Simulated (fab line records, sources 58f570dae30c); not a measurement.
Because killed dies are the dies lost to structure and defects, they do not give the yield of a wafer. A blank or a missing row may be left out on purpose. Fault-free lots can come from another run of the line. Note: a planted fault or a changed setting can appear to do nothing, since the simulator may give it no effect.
Struck lot and sound lot, side by side | flow berkeleyCmos170 | 28 out of 331 route steps
Sound: the wafers L899.3, L899.5, L899.6. Wafers struck: L893.1, L893.3, L893.4. The cause is named last.
Each step with rows lists, per side, the tool, then ch with its chambers, then its first start. Under that, the readings that differ: sound wafers | struck wafers | difference of the means | sigmas: that difference in standard deviations of wafers without a fault.
alike: same words and numbers on both sides, and readings whose means sit less than 2 such deviations apart. not compared: any withheld reading, any reading some wafer has no value for, any bound like >300 that may hide the same value, and any number with overlapping values for which the record gives no deviation.
The two part at a step that has a row with sigmas, a row that says differs or no value, or rows on one side only. Numbers that don't overlap but have no deviation are shown without sigmas and don't part them. A reading missing from all wafers of one side parts the sides only when that side holds two or more wafers.

first, 5 steps without rows for these wafers: UCB170_M1_COAT_04 (resist thk 900 nm); UCB170_M1_SOFTBAKE_05 (time 60 s); UCB170_M1_EXPOSE_06 (exposes mask METAL1, target cd 700 nm); UCB170_M1_PEB_07; UCB170_M1_DEVELOP_08 (develop time 45 s).
UCB170_M1_CD_MEAS_09: the cd target is 700 nm.
  sound on cdSem-02, day 11 05:28; struck on cdSem-01, day 10 11:45
  alike: cdNm
UCB170_M1_OVL_MEAS_10:
  sound on overlay-01, day 11 05:34; struck on overlay-02, day 10 11:52
  alike: M1_OVL
UCB170_M1_ETCH_11: etches BARC in N2/H2.
  sound on rieDiel-01 ch 1,2,3, day 11 05:35; struck on rieDiel-04 ch 0,1,3, day 10 11:55
  alike: chamberPressureMTorr, drypumpMotorCurrentA, oesProductAu, throttleValvePct
UCB170_M1_METAL_ETCH_12: etches Al in Cl2/BCl3, stops on PSG, target depth 780 nm, time 130 s.
  sound on rieMetal-01 ch 0,1, day 11 05:41; struck on rieMetal-01 ch 0,1, day 10 11:57
  alike: chamberPressureMTorr, drypumpMotorCurrentA, oesProductAu, throttleValvePct
  not compared: rfHoursCounterH
UCB170_M1_STRIP_13: strips in O2.
  sound on plasmaAsher-04 ch 0,1, day 11 05:48; struck on plasmaAsher-02 ch 0,1, day 10 12:05
  alike: chamberPressureMTorr, drypumpMotorCurrentA, oesProductAu
  not compared: rfHoursCounterH
UCB170_M1_CD_MEAS_90: the cd target is 700 nm.
  sound on cdSem-01, day 11 05:54; struck on cdSem-02, day 10 12:11
  alike: cdNm
then, 1 step without rows for these wafers: UCB170_M1_ANNEAL_14 (time 1200 s).
UCB170_V1_CVD_00: deposits SiO2 from TEOS/O2, target thk 2000 nm, time 250 s.
  sound on pecvd-01 ch 0,1,2, day 11 12:46; struck on pecvd-04 ch 1,2, day 10 14:22
  alike: heaterPowerW
UCB170_V1_THK_MEAS_01:
  sound on filmMetro-01, day 11 12:56; struck on filmMetro-03, day 10 14:31
reading          | sound          | struck         | difference | sigmas
V1_TEOS_THK (nm) | 2002 2026 2065 | 1524 1512 1550 | -502       | -20
then, 1 step without rows for these wafers: UCB170_V1_CMP_02 (polishes SiO2).
UCB170_V1_BOW_MEAS_03:
  sound on filmMetro-04, day 11 13:28; struck on filmMetro-01, day 10 15:01
  alike: V1_BOW
UCB170_V1_THK_MEAS_04:
  sound on filmMetro-04, day 11 13:34; struck on filmMetro-01, day 10 15:08
reading              | sound               | struck            | difference | sigmas
V1_POLISHED_THK (nm) | 999.9 1000.3 1000.1 | 560.6 562.3 558.5 | -439.6     | -99 or more
then, 5 steps without rows for these wafers: UCB170_V1_CLEAN_05 (cleans in DIW); UCB170_V1_HMDS_06 (prime time 60 s); UCB170_V1_COAT_07 (resist thk 900 nm); UCB170_V1_SOFTBAKE_08 (time 60 s); UCB170_V1_EXPOSE_09 (exposes mask VIA1, target cd 700 nm).
UCB170_V1_PEB_10:
  sound on lithoTrack-01 ch 0, day 11 15:24; struck on lithoTrack-01 ch 0, day 10 17:16
  alike: plateSensorTCentreC, plateSensorTEdgeC, resistLineTempC
then, 1 step without rows for these wafers: UCB170_V1_DEVELOP_11 (develop time 45 s).
UCB170_V1_CD_MEAS_12: the cd target is 700 nm.
  sound on cdSem-02, day 11 15:40; struck on cdSem-02, day 10 17:36
  alike: cdNm
UCB170_V1_OVL_MEAS_13:
  sound on overlay-01, day 11 15:46; struck on overlay-02, day 10 17:43
  alike: V1_OVL
UCB170_V1_ETCH_14: etches SiO2 in CHF3/CF4/Ar, stops on Al, target depth 1250 nm, time 291 s.
  sound on rieDiel-03 ch 0,1,2, day 11 15:47; struck on rieDiel-04 ch 0,2,3, day 10 17:46
reading                      | sound                | struck               | difference | sigmas
chamberPressureMTorr (mTorr) | 200.25 199.92 200.01 | 199.81 199.09 199.95 | -0.44      | -2
oesProductAu (a.u.)          | 0.860 0.886 0.866    | 0.677 0.680 0.678    | -0.192     | -21
  alike: CHF3_flow_sccm, drypumpMotorCurrentA, throttleValvePct
  not compared: rfHoursCounterH
UCB170_V1_STRIP_15: strips in O2.
  sound on plasmaAsher-04 ch 0,1, day 11 15:59; struck on plasmaAsher-01 ch 0,1, day 10 17:56
  alike: chamberPressureMTorr, drypumpMotorCurrentA, oesProductAu, stripTimeToEndpointS
  not compared: rfHoursCounterH

## WHERE THEY PART
Last at UCB170_V1_ETCH_14 as far as this record goes, first at UCB170_V1_THK_MEAS_01. Later steps at which nothing parts them and some readings are alike: UCB170_V1_STRIP_15.

WHY: the cause the simulator had injected
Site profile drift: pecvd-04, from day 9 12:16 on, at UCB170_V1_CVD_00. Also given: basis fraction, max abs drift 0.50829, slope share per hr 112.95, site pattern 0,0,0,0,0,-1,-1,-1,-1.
